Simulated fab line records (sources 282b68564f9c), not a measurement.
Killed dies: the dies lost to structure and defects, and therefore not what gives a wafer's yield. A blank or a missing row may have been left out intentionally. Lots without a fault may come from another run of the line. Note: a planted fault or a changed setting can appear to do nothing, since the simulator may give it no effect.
Problem report in the 8D (eight disciplines) form, filled by code -- flow rit-cmos -- the parts of the form that need people (team, actions taken, sign-off) are left out

## 1. THE PROBLEM
Wafers without a fault read 62.55 W, standard deviation 0.051; heater-power-total-W at RIT_PSD_HARDBAKE_07 reads a mean of 55.91 W on 6 wafers belonging to 2 lots. So: -99 or more standard deviations from the usual mean.
The step: time 60 s.
Earliest sighting: wafer L606.1 on litho-track-04 at day 5 01:59. Wafers with a number at this step in the record: 30, from 10 lots. By rule, "out" or "out of limits" means more than 4 standard deviations away from the usual mean. The rest of the wafers with a number are treated as sound.

## 2. WHAT IT IS; WHAT IT IS NOT
question,is,is not
which readings at this step,"heater-power-total-W, plate-temp-C",-
which lots,"L606, L608","L597, L598, L600, L601, L612, L615, L616, L620"
which wafers of those lots,all that have a number,-
read on which tools,litho-track-04,"litho-track-01, litho-track-02"
when,from day 5 01:59,"up to then (12 sound wafers); but 12 sound wafers of L612, L615, L616, L620 came after"

## 3. THE SUSPECTS, EACH WITH WHAT RULES IT OUT
Counting: a tool at a process step up to the reading stays a suspect if it ran every lot that is out and no sound lot after the first of them.
- litho-track-04 at RIT_PSD_HARDBAKE_07 (time 60 s): kept. Every lot that is out went through it, starting with L606 (day 5 01:59), and after that it ran no sound lot; the last sound lot it ran before then is L600 (day 4 00:45). Its own heater-power-total-W, plate-temp-C readings are out on those wafers.
The count leaves litho-track-04 at RIT_PSD_HARDBAKE_07.

## 4. THE CAUSE (what the simulator had put in)
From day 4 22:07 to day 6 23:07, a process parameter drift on litho-track-04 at RIT_PSD_HARDBAKE_07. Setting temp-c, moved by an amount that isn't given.
The count eliminated every tool but this one.

## 5. THE CHAIN OF EFFECTS, in route order
Each row: a reading where the mean over the struck wafers with a number is more than 3 standard deviations away from the usual. Only readings for which the record gives a usual standard deviation are gone through. hours: the time from each lot's start at the first step in this table that gives one to its start at this step, as a median over the lots. sigmas: the change in usual standard deviations.
hours,step,reading,usual,on struck wafers,change,sigmas
0,RIT_PSD_HARDBAKE_07,heater-power-total-W,62.55 W,55.91,-6.64,-99 or more
0,RIT_PSD_HARDBAKE_07,plate-temp-C,139.99 C,128.40,-11.59,-83
Its process steps:
- RIT_PSD_HARDBAKE_07: time 60 s.
Later measuring or inspecting steps at which every struck wafer that the step has a row for has a number for every such reading, and none has moved that far: RIT_CONTACT_OVL_MEAS_09, RIT_M1_OVL_MEAS_10.

## 6. WHAT WOULD HAVE CAUGHT IT SOONER
In this record the first reading out of limits was taken at day 5 01:59, 4 hours after the fault began at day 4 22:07.
